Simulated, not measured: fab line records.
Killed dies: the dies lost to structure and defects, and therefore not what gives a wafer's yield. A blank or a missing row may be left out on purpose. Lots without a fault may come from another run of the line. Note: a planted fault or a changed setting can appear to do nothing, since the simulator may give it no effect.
fab line records	flow berkeley-cmos170	part 1 of 2: steps 1 to 29 of 39
record lots=5	wafers=15	last-day=11
route steps=331 shown PFIELD@83 FIELD@89 SACOX@97 SCREENOX@100 NVT@104 PVT@115
lots untouched by any fault: they come from a run of this same line in which no faults occurred
start-h: hours from the record's first day to the start of the lot's first wafer shown	wait-h: hours elapsed since this lot's preceding step	" as in the row above	L1.1+2: a row that stands for several wafers	- no value present, or no start provided	* or withheld: withheld	< > ~ a bound
route shown NAME@n: a module of which the file shows steps, and the number in the route of the first	usual: mean and standard deviation over wafers with no fault	same: alike in all rows	chamber/n: place in a boat	sites: per-site readings	_std_site: standard deviation of those values	_edge_site: inner sites' mean taken away from outer sites' mean	radius-mm: how far each site lies from the wafer's centre	mask NAME#n: copy n	behind: tool/chamber where the wafer was last shaped	hold: cause of the lot's hold/its duration in hours/its outcome	device: names the non-switching transistor (n, p or np)	end of line: the same wafers' tests at the end of the route	where a step has no rows: the recipe by itself	killed: count of dies lost to structure and defects at first sort (not the wafer's yield)	map: shows each die of a wafer: x if killed, . if not, _ if none is there
set.NAME: the setting as run; set.NAME@STEP: as run at that earlier step	model.NAME: the simulator's own value behind a step, which no gauge read
certain route steps with their lots: each step a table, each wafer a row
services: from which hour (start-h, from the record's first day; less than 0 if before it) a tool's chamber was out of use, for how many hours, and why
## steps
# step UCB170_PFIELD_PEB_04
# recipe peb-temp-c=130	peb-time-s=withheld	resist=KrF
# usual chill-plate-temp-C=23.03/0.13
lot.wafer	tool	chamber	start-h	wait-h	chill-plate-temp-C
L075.2	litho-track-02	0	93.47	0.1	22.85
L075.4	"	0	"	"	22.98
L075.6	"	0	"	"	22.90
L077.3	litho-track-03	0	107.45	0.2	23.17
L077.5	"	0	"	"	23.04
L077.6	"	0	"	"	23.11
L083.1	litho-track-01	0	148.84	0.9	22.99
L083.4	"	0	"	"	23.04
L083.6	"	0	"	"	22.81
L085.1	litho-track-01	0	149.11	0.9	23.24
L085.2	"	0	"	"	23.11
L085.5	"	0	"	"	23.08
L084.3	litho-track-02	0	149.36	0.8	23.05
L084.4	"	0	"	"	23.13
L084.6	"	0	"	"	23.08
# step UCB170_PFIELD_DEVELOP_05
# recipe developer=TMAH	develop-time-s=45	resist=KrF	dev-temp-c=21
# usual chill-plate-temp-C=23.00/0.095
# same develop-time-s=45
lot.wafer	tool	chamber	start-h	wait-h	chill-plate-temp-C
L075.2	litho-track-02	0	-	-	22.96
L075.4	"	0	"	"	23.06
L075.6	"	0	"	"	23.01
L077.3	litho-track-03	0	-	-	22.96
L077.5	"	0	"	"	22.88
L077.6	"	0	"	"	23.01
L083.1	litho-track-01	0	-	-	22.90
L083.4	"	0	"	"	22.83
L083.6	"	0	"	"	22.98
L085.1	litho-track-01	0	-	-	23.01
L085.2	"	0	"	"	23.18
L085.5	"	0	"	"	23.04
L084.3	litho-track-02	0	-	-	22.95
L084.4	"	0	"	"	23.06
L084.6	"	0	"	"	23.09
# step UCB170_PFIELD_OVL_MEAS_06
# usual PFIELD_OVL=1/5.8
lot.wafer	tool	chamber	start-h	wait-h	PFIELD_OVL[nm]
L075.2	overlay-01	-	93.72	-	14
L075.4	"	-	"	"	7
L075.6	"	-	"	"	4
L077.3	overlay-02	-	107.69	-	3
L077.5	"	-	"	"	1
L077.6	"	-	"	"	1
L083.1	overlay-01	-	149.11	-	6
L083.4	"	-	"	"	2
L083.6	"	-	"	"	-2
L085.1	overlay-01	-	149.39	-	4
L085.2	"	-	"	"	5
L085.5	"	-	"	"	10
L084.3	overlay-02	-	149.60	-	-4
L084.4	"	-	"	"	-1
L084.6	"	-	"	"	7
# step UCB170_PFIELD_IMPLANT_07
# recipe species=B	dose-cm2=2.044e+13	energy-kev=80	tilt-deg=7
# usual beam-energy-keV=80.001/0.024
lot.wafer	tool	chamber	start-h	wait-h	beam-energy-keV
L075.2	implanter-02	0	93.78	0.0	79.968
L075.4	"	0	"	"	80.015
L075.6	"	0	"	"	80.000
L077.3	implanter-02	0	107.76	0.1	79.976
L077.5	"	0	"	"	80.002
L077.6	"	0	"	"	79.954
L083.1	implanter-04	0	149.15	0.0	80.015
L083.4	"	0	"	"	79.983
L083.6	"	0	"	"	79.998
L085.1	implanter-01	0	149.42	0.0	79.970
L085.2	"	0	"	"	79.980
L085.5	"	0	"	"	79.982
L084.3	implanter-02	0	149.67	0.1	80.006
L084.4	"	0	"	"	79.999
L084.6	"	0	"	"	79.984
# step UCB170_PFIELD_STRIP_08
# recipe chemistry=O2	power-w=400	pressure-mtorr=3500	platen-temp-c=withheld	o2-flow-sccm=400	overash-fraction=0.5
# usual drypump-motor-current-A=5.8/0.68	o2-flow-sccm=399.9/1.2	oes-product-au=0.734/0.0043	strip-time-to-endpoint-s=21.60/0.068
lot.wafer	tool	chamber	start-h	wait-h	drypump-motor-current-A	o2-flow-sccm	oes-product-au	rf-hours-counter-h	strip-time-to-endpoint-s
L075.2	plasma-asher-01	0	93.90	0.1	6.2	400.2	0.729	30	21.56
L075.4	"	1	"	"	6.0	400.3	0.735	-	21.61
L075.6	"	1	"	"	6.0	401.0	0.729	-	21.57
L077.3	plasma-asher-03	0	107.89	0.1	4.8	399.5	0.734	-	21.68
L077.5	"	1	"	"	4.8	400.5	0.730	-	21.68
L077.6	"	0	"	"	4.8	400.7	0.728	-	21.75
L083.1	plasma-asher-02	1	149.30	0.1	5.8	399.4	0.728	3	21.52
L083.4	"	0	"	"	6.7	399.8	0.732	-	21.49
L083.6	"	1	"	"	5.8	400.2	0.740	-	21.51
L085.1	plasma-asher-03	1	149.57	0.1	4.7	400.4	0.737	45	21.49
L085.2	"	0	"	"	4.9	399.5	0.733	45	21.54
L085.5	"	1	"	"	4.8	401.2	0.733	-	21.56
L084.3	plasma-asher-01	0	149.80	0.1	6.2	400.6	0.730	-	21.69
L084.4	"	1	"	"	6.0	402.1	0.738	-	21.70
L084.6	"	1	"	"	6.0	401.4	0.734	-	21.69
# step UCB170_PFIELD_TW_MEAS_09
# usual PFIELD_TW=602/3.6
lot.wafer	tool	chamber	start-h	wait-h	PFIELD_TW
L075.2	film-metro-04	-	94.01	0.1	602
L075.4	"	-	"	"	601
L075.6	"	-	"	"	606
L077.3	film-metro-04	-	107.98	0.1	599
L077.5	"	-	"	"	601
L077.6	"	-	"	"	603
L083.1	film-metro-01	-	149.40	0.1	602
L083.4	"	-	"	"	599
L083.6	"	-	"	"	599
L085.1	film-metro-04	-	149.67	0.1	606
L085.2	"	-	"	"	604
L085.5	"	-	"	"	604
L084.3	film-metro-01	-	149.89	0.1	604
L084.4	"	-	"	"	601
L084.6	"	-	"	"	601
# step UCB170_FIELD_CLEAN_00
# recipe chemistry=dHF	dilution=25:1	time-s=7.5
# same time-s=7.5
lot.wafer	tool	chamber	start-h	wait-h
L075.2+4+6	wet-bench-03	3	94.06	0.0
L077.3+5+6	wet-bench-02	1	108.02	0.0
L083.1+4+6	wet-bench-03	1	149.46	0.1
L085.1+2+5	wet-bench-03	0	149.73	0.1
L084.3+4+6	wet-bench-03	1	149.93	0.0
# step UCB170_FIELD_OXIDATION_01
# recipe temp-c=1000	ambient=H2O	p-h2o-torr=584.62	target-thk-a=5583	ox-time-s=7200
lot.wafer	tool	chamber	start-h	wait-h
L075.2+4+6	furnace-01	0	98.63	4.6
L077.3+5+6	furnace-02	0	112.00	4.0
L083.1+4+6	furnace-04	0	155.15	5.7
L084.3+4+6	furnace-04	0	155.15	5.2
L085.1+2+5	furnace-04	0	155.15	5.4
# step UCB170_FIELD_THK_MEAS_02
# recipe reads=SiO2_of_FIELD_OXIDATION_01
# usual FIELD_OXIDE_THK=558/10
lot.wafer	tool	chamber	start-h	wait-h	FIELD_OXIDE_THK[nm]
L075.2	film-metro-02	-	101.64	0.0	561
L075.4	"	-	"	"	563
L075.6	"	-	"	"	555
L077.3	film-metro-03	-	115.02	0.0	547
L077.5	"	-	"	"	551
L077.6	"	-	"	"	542
L083.1	film-metro-04	-	158.15	0.0	566
L083.4	"	-	"	"	571
L083.6	"	-	"	"	573
L085.1	film-metro-02	-	158.15	0.0	575
L085.2	"	-	"	"	580
L085.5	"	-	"	"	578
L084.3	film-metro-03	-	158.23	0.1	573
L084.4	"	-	"	"	577
L084.6	"	-	"	"	566
# step UCB170_FIELD_ANNEAL_03
# recipe temp-c=1000	time-s=1200	ambient=N2
# same time-s=1200
lot.wafer	tool	chamber	start-h	wait-h
L075.2+4+6	furnace-02	0	102.38	0.7
L077.3+5+6	furnace-04	0	121.85	6.8
L083.1+4+6	furnace-02	0	163.19	5.0
L084.3+4+6	furnace-02	0	163.19	5.0
L085.1+2+5	furnace-02	0	163.19	5.0
# step UCB170_FIELD_WET_ETCH_04
# recipe chemistry=dHF	dilution=10:1	target=SiO2	temp-c=25	time-s=60
# usual bath-heat-duty-pct=6.5/0.82
# same time-s=60
lot.wafer	tool	chamber	start-h	wait-h	bath-heat-duty-pct
L075.2	wet-bench-04	1	103.72	0.0	6.8
L075.4	"	1	"	"	6.6
L075.6	"	1	"	"	7.2
L077.3	wet-bench-03	1	123.18	0.0	6.6
L077.5	"	1	"	"	6.6
L077.6	"	1	"	"	7.2
L083.1	wet-bench-03	3	164.52	0.0	6.9
L083.4	"	3	"	"	6.7
L083.6	"	3	"	"	6.9
L084.3	wet-bench-03	1	164.52	0.0	7.8
L084.4	"	1	"	"	7.1
L084.6	"	1	"	"	7.0
L085.1	wet-bench-03	2	164.52	0.0	5.4
L085.2	"	2	"	"	5.0
L085.5	"	2	"	"	6.2
# step UCB170_FIELD_WET_ETCH_05
# recipe chemistry=H3PO4	target=Si3N4	temp-c=160	time-s=12600
# usual bath-heat-duty-pct=27.9/2.6
# same time-s=12600
lot.wafer	tool	chamber	start-h	wait-h	bath-heat-duty-pct
L075.2	wet-bench-03	0	103.74	0.0	25.2
L075.4	"	0	"	"	26.5
L075.6	"	0	"	"	25.4
L077.3	wet-bench-03	0	123.21	0.0	25.2
L077.5	"	0	"	"	27.6
L077.6	"	0	"	"	26.0
L083.1	wet-bench-03	3	164.55	0.0	28.5
L083.4	"	3	"	"	28.5
L083.6	"	3	"	"	29.5
L084.3	wet-bench-03	3	164.55	0.0	29.7
L084.4	"	3	"	"	30.3
L084.6	"	3	"	"	26.3
L085.1	wet-bench-03	1	164.55	0.0	32.7
L085.2	"	1	"	"	32.1
L085.5	"	1	"	"	30.3
# step UCB170_FIELD_WET_ETCH_06
# recipe chemistry=BOE	dilution=5:1	target=SiO2	temp-c=25	time-s=22
# usual bath-heat-duty-pct=6.4/0.84
# same time-s=22
lot.wafer	tool	chamber	start-h	wait-h	bath-heat-duty-pct
L075.2	wet-bench-03	0	107.57	0.0	6.1
L075.4	"	0	"	"	6.2
L075.6	"	0	"	"	5.7
L077.3	wet-bench-02	1	126.71	0.0	5.1
L077.5	"	1	"	"	5.9
L077.6	"	1	"	"	6.0
L083.1	wet-bench-02	2	168.06	0.0	5.9
L083.4	"	2	"	"	5.5
L083.6	"	2	"	"	5.9
L084.3	wet-bench-02	0	168.06	0.0	7.3
L084.4	"	0	"	"	6.9
L084.6	"	0	"	"	6.4
L085.1	wet-bench-02	3	168.06	0.0	7.8
L085.2	"	3	"	"	7.1
L085.5	"	3	"	"	7.5
# step UCB170_FIELD_THK_MEAS_90
# recipe reads=SiO2_of_FIELD_OXIDATION_01
# usual FIELD_OXIDE_LEFT_1_THK=441/10
lot.wafer	tool	chamber	start-h	wait-h	FIELD_OXIDE_LEFT_1_THK[nm]
L075.2	film-metro-02	-	107.65	0.1	442
L075.4	"	-	"	"	445
L075.6	"	-	"	"	437
L077.3	film-metro-03	-	126.75	0.0	431
L077.5	"	-	"	"	435
L077.6	"	-	"	"	426
L083.1	film-metro-03	-	168.07	0.0	449
L083.4	"	-	"	"	453
L083.6	"	-	"	"	456
L085.1	film-metro-04	-	168.07	0.0	457
L085.2	"	-	"	"	463
L085.5	"	-	"	"	460
L084.3	film-metro-02	-	168.15	0.1	458
L084.4	"	-	"	"	460
L084.6	"	-	"	"	450
# step UCB170_SACOX_CLEAN_00
# recipe chemistry=dHF	dilution=25:1	time-s=7.5
# same time-s=7.5
lot.wafer	tool	chamber	start-h	wait-h
L075.2+4+6	wet-bench-03	0	107.70	0.0
L077.3+5+6	wet-bench-03	1	127.06	0.3
L083.1+4+6	wet-bench-03	0	168.13	0.1
L085.1+2+5	wet-bench-03	1	168.13	0.1
L084.3+4+6	wet-bench-03	0	168.19	0.0
# step UCB170_SACOX_OXIDATION_01
# recipe temp-c=900	ambient=O2	target-thk-a=144	ox-time-s=2400
lot.wafer	tool	chamber	start-h	wait-h
L075.2+4+6	furnace-04	0	113.10	5.4
L077.3+5+6	furnace-04	0	130.28	3.2
L083.1+4+6	furnace-02	0	171.52	3.4
L084.3+4+6	furnace-02	0	171.52	3.3
L085.1+2+5	furnace-02	0	171.52	3.4
# step UCB170_SACOX_THK_MEAS_02
# recipe reads=SiO2_of_SACOX_OXIDATION_01
# usual SACOX_OXIDE_THK=14.50/0.27
lot.wafer	tool	chamber	start-h	wait-h	SACOX_OXIDE_THK[nm]
L075.2	film-metro-02	-	114.82	0.0	14.56
L075.4	"	-	"	"	14.55
L075.6	"	-	"	"	14.73
L077.3	film-metro-02	-	131.97	0.0	14.59
L077.5	"	-	"	"	14.23
L077.6	"	-	"	"	14.57
L083.1	film-metro-01	-	173.19	0.0	14.56
L083.4	"	-	"	"	14.51
L083.6	"	-	"	"	14.65
L084.3	film-metro-03	-	173.21	0.0	14.69
L084.4	"	-	"	"	14.73
L084.6	"	-	"	"	14.65
L085.1	film-metro-02	-	173.25	0.1	14.35
L085.2	"	-	"	"	14.21
L085.5	"	-	"	"	14.21
# step UCB170_SCREENOX_WET_ETCH_00
# recipe chemistry=dHF	dilution=25:1	target=SiO2	temp-c=25	time-s=200
# usual bath-heat-duty-pct=6.5/0.69
# same time-s=200
lot.wafer	tool	chamber	start-h	wait-h	bath-heat-duty-pct
L075.2	wet-bench-03	2	114.90	0.1	6.3
L075.4	"	2	"	"	5.5
L075.6	"	2	"	"	6.2
L077.3	wet-bench-03	1	132.01	0.0	7.1
L077.5	"	1	"	"	7.8
L077.6	"	1	"	"	7.1
L083.1	wet-bench-03	3	173.36	0.2	7.6
L083.4	"	3	"	"	7.2
L083.6	"	3	"	"	7.2
L084.3	wet-bench-03	2	173.36	0.1	6.0
L084.4	"	2	"	"	5.6
L084.6	"	2	"	"	5.3
L085.1	wet-bench-03	3	173.36	0.1	6.9
L085.2	"	3	"	"	6.7
L085.5	"	3	"	"	7.0
# step UCB170_SCREENOX_OXIDATION_01
# recipe temp-c=900	ambient=O2	target-thk-a=144	ox-time-s=2400
lot.wafer	tool	chamber	start-h	wait-h
L075.2+4+6	furnace-02	0	121.16	6.2
L077.3+5+6	furnace-04	0	134.78	2.7
L083.1+4+6	furnace-02	0	177.21	3.8
L084.3+4+6	furnace-02	0	177.21	3.8
L085.1+2+5	furnace-02	0	177.21	3.8
# step UCB170_SCREENOX_THK_MEAS_02
# recipe reads=SiO2_of_SCREENOX_OXIDATION_01
# usual SCREENOX_OXIDE_THK=14.5/0.31
lot.wafer	tool	chamber	start-h	wait-h	SCREENOX_OXIDE_THK[nm]
L075.2	film-metro-01	-	122.89	0.1	14.1
L075.4	"	-	"	"	14.1
L075.6	"	-	"	"	13.8
L077.3	film-metro-01	-	136.52	0.1	14.6
L077.5	"	-	"	"	14.6
L077.6	"	-	"	"	14.5
L085.1	film-metro-04	-	178.87	0.0	14.1
L085.2	"	-	"	"	14.2
L085.5	"	-	"	"	14.1
L084.3	film-metro-02	-	178.89	0.0	15.0
L084.4	"	-	"	"	14.5
L084.6	"	-	"	"	14.6
L083.1	film-metro-01	-	178.93	0.1	14.6
L083.4	"	-	"	"	14.5
L083.6	"	-	"	"	14.5
# step UCB170_SCREENOX_ANNEAL_03
# recipe temp-c=900	time-s=900	ambient=N2
# same time-s=900
lot.wafer	tool	chamber	start-h	wait-h
L075.2+4+6	furnace-02	0	125.42	2.5
L077.3+5+6	furnace-02	0	140.11	3.6
L083.1+4+6	furnace-04	0	185.03	6.1
L084.3+4+6	furnace-04	0	185.03	6.1
L085.1+2+5	furnace-04	0	185.03	6.1
# step UCB170_NVT_HMDS_00
# recipe prime-time-s=60	prime-temp-c=100
# usual chill-plate-temp-C=23.02/0.11
lot.wafer	tool	chamber	start-h	wait-h	chill-plate-temp-C
L075.2	litho-track-04	0	127.28	0.6	23.06
L075.4	"	0	"	"	23.18
L075.6	"	0	"	"	23.07
L077.3	litho-track-04	0	141.41	0.1	23.12
L077.5	"	0	"	"	23.10
L077.6	"	0	"	"	23.11
L083.1	litho-track-02	0	186.86	0.6	22.98
L083.4	"	0	"	"	22.73
L083.6	"	0	"	"	22.87
L084.3	litho-track-04	0	186.90	0.6	23.22
L084.4	"	0	"	"	23.13
L084.6	"	0	"	"	23.14
L085.1	litho-track-03	0	186.90	0.6	22.99
L085.2	"	0	"	"	23.12
L085.5	"	0	"	"	23.00
# step UCB170_NVT_COAT_01
# recipe resist=KrF	spin-rpm=1500	resist-thk-nm=900
# usual chill-plate-temp-C=23.00/0.12
lot.wafer	tool	chamber	start-h	wait-h	chill-plate-temp-C
L075.2	litho-track-04	0	127.43	0.1	22.90
L075.4	"	0	"	"	22.97
L075.6	"	0	"	"	23.03
L077.3	litho-track-04	0	141.56	0.1	22.98
L077.5	"	0	"	"	23.10
L077.6	"	0	"	"	23.08
L083.1	litho-track-02	0	187.01	0.1	22.95
L083.4	"	0	"	"	22.88
L083.6	"	0	"	"	23.06
L084.3	litho-track-04	0	187.05	0.1	23.04
L084.4	"	0	"	"	22.99
L084.6	"	0	"	"	22.97
L085.1	litho-track-03	0	187.05	0.1	23.12
L085.2	"	0	"	"	23.13
L085.5	"	0	"	"	23.12
# step UCB170_NVT_SOFTBAKE_02
# recipe resist=KrF	temp-c=130	time-s=60
# usual chill-plate-temp-C=23.02/0.1
# same time-s=60
lot.wafer	tool	chamber	start-h	wait-h	chill-plate-temp-C
L075.2	litho-track-04	0	127.58	0.1	22.99
L075.4	"	0	"	"	23.23
L075.6	"	0	"	"	23.09
L077.3	litho-track-04	0	141.71	0.1	23.03
L077.5	"	0	"	"	23.17
L077.6	"	0	"	"	22.91
L083.1	litho-track-02	0	187.16	0.1	23.13
L083.4	"	0	"	"	23.09
L083.6	"	0	"	"	23.04
L084.3	litho-track-04	0	187.20	0.1	22.94
L084.4	"	0	"	"	23.09
L084.6	"	0	"	"	22.91
L085.1	litho-track-03	0	187.20	0.1	23.08
L085.2	"	0	"	"	22.95
L085.5	"	0	"	"	23.12
# step UCB170_NVT_EXPOSE_03
# recipe mask-id=PWELL	target-cd-nm=3000	na=0.5	sigma-outer=0.6	source-shape=conventional	dose-mj=30
lot.wafer	tool	chamber	start-h	wait-h	mask
L075.2+4+6	krf-scanner-02	0	128.02	0.4	PWELL#0
L077.3+5+6	krf-scanner-01	0	141.85	0.1	PWELL#0
L084.3+4+6	krf-scanner-01	0	187.34	0.1	PWELL#0
L083.1+4+6	krf-scanner-02	0	187.54	0.3	PWELL#0
L085.1+2+5	krf-scanner-02	0	187.66	0.4	PWELL#0
# step UCB170_NVT_PEB_04
# recipe peb-temp-c=130	peb-time-s=withheld	resist=KrF
# usual chill-plate-temp-C=22.99/0.12
lot.wafer	tool	chamber	start-h	wait-h	chill-plate-temp-C
L075.2	litho-track-02	0	128.33	0.3	22.92
L075.4	"	0	"	"	23.00
L075.6	"	0	"	"	23.07
L077.3	litho-track-02	0	142.11	0.2	22.87
L077.5	"	0	"	"	22.94
L077.6	"	0	"	"	22.96
L084.3	litho-track-03	0	187.85	0.5	22.76
L084.4	"	0	"	"	22.84
L084.6	"	0	"	"	22.88
L083.1	litho-track-03	0	188.53	1.0	22.84
L083.4	"	0	"	"	23.12
L083.6	"	0	"	"	22.96
L085.1	litho-track-04	0	188.65	1.0	23.01
L085.2	"	0	"	"	23.00
L085.5	"	0	"	"	23.05
# step UCB170_NVT_DEVELOP_05
# recipe developer=TMAH	develop-time-s=45	resist=KrF	dev-temp-c=21
# usual chill-plate-temp-C=23.00/0.1
# same develop-time-s=45
lot.wafer	tool	chamber	start-h	wait-h	chill-plate-temp-C
L075.2	litho-track-02	0	-	-	22.93
L075.4	"	0	"	"	22.77
L075.6	"	0	"	"	22.72
L077.3	litho-track-02	0	-	-	23.00
L077.5	"	0	"	"	23.10
L077.6	"	0	"	"	23.06
L084.3	litho-track-03	0	-	-	23.04
L084.4	"	0	"	"	22.98
L084.6	"	0	"	"	22.98
L083.1	litho-track-03	0	-	-	22.94
L083.4	"	0	"	"	23.07
L083.6	"	0	"	"	23.09
L085.1	litho-track-04	0	-	-	22.99
L085.2	"	0	"	"	22.93
L085.5	"	0	"	"	22.84
# step UCB170_NVT_OVL_MEAS_06
# usual NVT_OVL=4/5.2
lot.wafer	tool	chamber	start-h	wait-h	NVT_OVL[nm]
L075.2	overlay-01	-	128.58	-	7
L075.4	"	-	"	"	6
L075.6	"	-	"	"	10
L077.3	overlay-02	-	142.35	-	7
L077.5	"	-	"	"	11
L077.6	"	-	"	"	7
L084.3	overlay-01	-	188.09	-	6
L084.4	"	-	"	"	5
L084.6	"	-	"	"	3
L083.1	overlay-01	-	188.80	-	9
L083.4	"	-	"	"	0
L083.6	"	-	"	"	-1
L085.1	overlay-02	-	188.92	-	-7
L085.2	"	-	"	"	-4
L085.5	"	-	"	"	-7
# step UCB170_NVT_IMPLANT_07
# recipe species=BF2	dose-cm2=3e+12	energy-kev=49.21	tilt-deg=7
# usual beam-energy-keV=49.206/0.014
lot.wafer	tool	chamber	start-h	wait-h	beam-energy-keV
L075.2	implanter-01	0	128.64	0.0	49.222
L075.4	"	0	"	"	49.206
L075.6	"	0	"	"	49.217
L077.3	implanter-03	0	142.42	0.1	49.190
L077.5	"	0	"	"	49.196
L077.6	"	0	"	"	49.167
L084.3	implanter-01	0	188.17	0.1	49.191
L084.4	"	0	"	"	49.212
L084.6	"	0	"	"	49.199
L083.1	implanter-02	0	188.84	0.0	49.227
L083.4	"	0	"	"	49.218
L083.6	"	0	"	"	49.219
L085.1	implanter-01	0	188.96	0.0	49.212
L085.2	"	0	"	"	49.231
L085.5	"	0	"	"	49.206
